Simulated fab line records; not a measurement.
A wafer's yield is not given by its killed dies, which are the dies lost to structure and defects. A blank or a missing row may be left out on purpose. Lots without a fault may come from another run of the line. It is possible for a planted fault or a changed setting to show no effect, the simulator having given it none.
Commonality check across tools    flow ritCmos    39 wafers sampled across 13 lots

== WHAT PROMPTED THE OPENING ==
1 of 13 lots carry a flag on the reading PWELL_TW at RIT_PWELL_TW_MEAS_10. Fault-free wafers read 955, with a standard deviation of 11.
Rule: a lot is flagged in two cases, either no wafer of it has a number, or all its wafers with numbers fall more than 4 standard deviations from that mean. All remaining lots are regarded as sound.

lot   measured     on            PWELL_TW, wafer by wafer  flag
L952  day 2 12:01  filmMetro-02  937 938 935               
L953  day 2 16:38  filmMetro-02  946 941 941               
L954  day 2 20:18  filmMetro-01  960 966 961               
L956  day 3 06:10  filmMetro-01  968 970 966               
L957  day 3 12:31  filmMetro-01  961 969 965               
L958  day 3 15:40  filmMetro-02  934 937 937               
L959  day 4 00:20  filmMetro-01  962 963 961               
L961  day 4 11:28  filmMetro-01  30 30 30                  FLAGGED
L962  day 4 16:10  filmMetro-01  962 960 957               
L965  day 5 05:18  filmMetro-01  964 966 965               
L970  day 6 03:17  filmMetro-01  961 961 961               
L971  day 6 08:06  filmMetro-01  951 951 953               
L972  day 6 15:29  filmMetro-01  954 957 955               
The numbers of the flagged lots are 30 on average: -925 against the usual, or -84 standard deviations.

== LOT BY LOT: THE TOOL USED ==
The record holds 1 process step before the reading, out of a route of 202 steps. In each cell: the tool, then ch and the chambers that the sampled wafers went through, then the start.
lot   flag     RIT_PWELL_EXPOSE_03
L952           ilineStepper-02 ch 0, day 2 10:58
L953           ilineStepper-01 ch 0, day 2 15:38
L954           ilineStepper-02 ch 0, day 2 19:16
L956           ilineStepper-01 ch 0, day 3 05:08
L957           ilineStepper-02 ch 0, day 3 11:30
L958           ilineStepper-01 ch 0, day 3 14:26
L959           ilineStepper-01 ch 0, day 3 23:07
L961  FLAGGED  ilineStepper-01 ch 0, day 4 10:27
L962           ilineStepper-02 ch 0, day 4 15:07
L965           ilineStepper-02 ch 0, day 5 04:16
L970           ilineStepper-01 ch 0, day 6 02:16
L971           ilineStepper-01 ch 0, day 6 07:04
L972           ilineStepper-01 ch 0, day 6 14:16
What these steps do:
- RIT_PWELL_EXPOSE_03: exposes mask M3, target cd 43700 nm.
- RIT_PWELL_TW_MEAS_10

== FLAGGED AGAINST TOTAL, ONE TOOL AT A TIME (gauges that did the reading follow at the end) ==
step                  tool             lots run  flagged  share of the flagged lots  sound lots run after its first flagged lot
RIT_PWELL_EXPOSE_03   ilineStepper-01  8         1        all                        3 (L970,L971,L972)
RIT_PWELL_EXPOSE_03   ilineStepper-02  5         0        none                       -
RIT_PWELL_TW_MEAS_10  filmMetro-01     10        1        all                        5 (L962,L965,L970,L971,L972)
RIT_PWELL_TW_MEAS_10  filmMetro-02     3         0        none                       -

== WHAT IS ALLOWED BY THE TABLE ==
Rows of the table that ran all the flagged lots, 2 in number: ilineStepper-01 at RIT_PWELL_EXPOSE_03; filmMetro-01 at RIT_PWELL_TW_MEAS_10.
- ilineStepper-01 at RIT_PWELL_EXPOSE_03: 1 of its 8 lots flagged. After the first flagged lot (L970, L971, L972), sound lots still ran on it; a lasting fault on the whole tool would not permit that.
- filmMetro-01 at RIT_PWELL_TW_MEAS_10: 1 of its 10 lots flagged. After the first flagged lot (L962, L965, L970, L971, L972), sound lots still ran on it; a lasting fault on the whole tool would not permit that.
There is no row in the table that ran each flagged lot and no sound lot after the first.

== WHAT THE SIMULATOR HAD INSERTED ==
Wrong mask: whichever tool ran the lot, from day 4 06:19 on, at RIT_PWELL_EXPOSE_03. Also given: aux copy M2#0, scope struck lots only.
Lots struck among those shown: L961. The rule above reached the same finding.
